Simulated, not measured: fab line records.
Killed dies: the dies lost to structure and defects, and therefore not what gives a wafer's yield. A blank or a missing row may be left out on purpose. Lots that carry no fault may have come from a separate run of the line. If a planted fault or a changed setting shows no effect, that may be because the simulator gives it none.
The tool behind it: which one?	flow rit cmos	15 lots with 45 wafers sampled at 2 steps, on a route of 202 steps

WHAT EACH GAUGE READ, for each wafer
RIT_PLDD_TW_MEAS_10.
lot	measured	on	PLDD_TW
L975	day 3 07:29	film metro-01	2357 2392 2400
L974	day 3 07:46	film metro-02	2357 2366 2367
L978	day 4 02:44	film metro-01	2380 2374 2384
L980	day 4 11:23	film metro-03	2314 2306 2318
L983	day 5 00:43	film metro-01	2377 2367 2365
L986	day 5 16:53	film metro-03	2331 2324 2326
L987	day 5 20:47	film metro-02	30 30 30
L988	day 6 04:43	film metro-03	30 30 30
L989	day 6 05:02	film metro-01	31 31 31
L991	day 6 16:20	film metro-01	2391 2396 2387
L992	day 6 20:44	film metro-02	2345 2342 2342
L993	day 7 01:53	film metro-02	2360 2354 2367
L994	day 7 08:31	film metro-02	2356 2374 2357
L995	day 7 14:09	film metro-02	2374 2353 2363
L996	day 7 19:49	film metro-03	2319 2324 2330

TOOL THAT RAN EACH LOT (tool first, then ch and the chambers of the sampled wafers, then the start)
lot	RIT_NLDD_STRIP_09
L975	plasma asher-02 ch 0,1, day 3 05:43
L974	plasma asher-04 ch 0,1, day 3 05:56
L978	plasma asher-04 ch 0,1, day 4 00:58
L980	plasma asher-01 ch 0, day 4 09:40
L983	plasma asher-02 ch 0,1, day 4 22:59
L986	plasma asher-04 ch 0,1, day 5 15:17
L987	plasma asher-01 ch 0,1, day 5 19:02
L988	plasma asher-01 ch 0,1, day 6 02:59
L989	plasma asher-04 ch 0,1, day 6 03:19
L991	plasma asher-02 ch 0,1, day 6 14:44
L992	plasma asher-04 ch 0,1, day 6 19:08
L993	plasma asher-02 ch 0,1, day 7 00:10
L994	plasma asher-02 ch 0,1, day 7 06:55
L995	plasma asher-02 ch 0,1, day 7 12:33
L996	plasma asher-04 ch 0,1, day 7 18:13
- RIT_NLDD_STRIP_09: strips in O2, time 180 s.

AS READ BY THE TOOLS THEMSELVES (means over the sampled wafers that have a number; for cases with no such wafer, the mark the record gives instead)
RIT_NLDD_STRIP_09.
lot	tool	chamber pressure mTorr (mTorr)	drypump motor current A (A)
L975	plasma asher-02	4003	5.8
L974	plasma asher-04	4002	6.1
L978	plasma asher-04	4004	6.1
L980	plasma asher-01	4003	5.7
L983	plasma asher-02	3999	5.6
L986	plasma asher-04	3999	5.9
L987	plasma asher-01	-	-
L988	plasma asher-01	-	-
L989	plasma asher-04	-	-
L991	plasma asher-02	3999	5.8
L992	plasma asher-04	4000	6.1
L993	plasma asher-02	4004	5.6
L994	plasma asher-02	4001	5.8
L995	plasma asher-02	3999	5.8
L996	plasma asher-04	4002	6.1

THE ANSWER, worked out from the rows above alone
Rule: usual is defined by the lots themselves. Put in order of their means at a reading, lots are off if they are a third of the lots or fewer, leave a main group of 4 or more, and stand apart from it by a gap of 3 or more times the standard deviation of the main group's means; of several such gaps the widest counts. Not used: any main group whose means are identical at the precision the tables above print for the reading. A lot without any number at a reading at which 4 lots or more have one is off too. The other lots that the step has rows for count as sound. After the gauges, taken in route order, come the tools' own readings; for these a lot's mean is taken, as printed above. At the first step where some lot is off, the reading lying furthest off is the one used; lots without a number count as furthest.
Off: L987, L988, L989, seen at RIT_PLDD_TW_MEAS_10 (PLDD_TW). The main group has a mean of 2357 with a standard deviation of 24.
A tool fits if, at a process step before that reading, it ran every lot that is off, and no sound lot after the first of them. Not tried: the gauges at RIT_PLDD_TW_MEAS_10; whatever is off there is also off at RIT_NLDD_STRIP_09, on other tools, and gauge error can't account for it. Not one of the candidates tried fits.

WHAT THE SIMULATOR HAD PUT IN
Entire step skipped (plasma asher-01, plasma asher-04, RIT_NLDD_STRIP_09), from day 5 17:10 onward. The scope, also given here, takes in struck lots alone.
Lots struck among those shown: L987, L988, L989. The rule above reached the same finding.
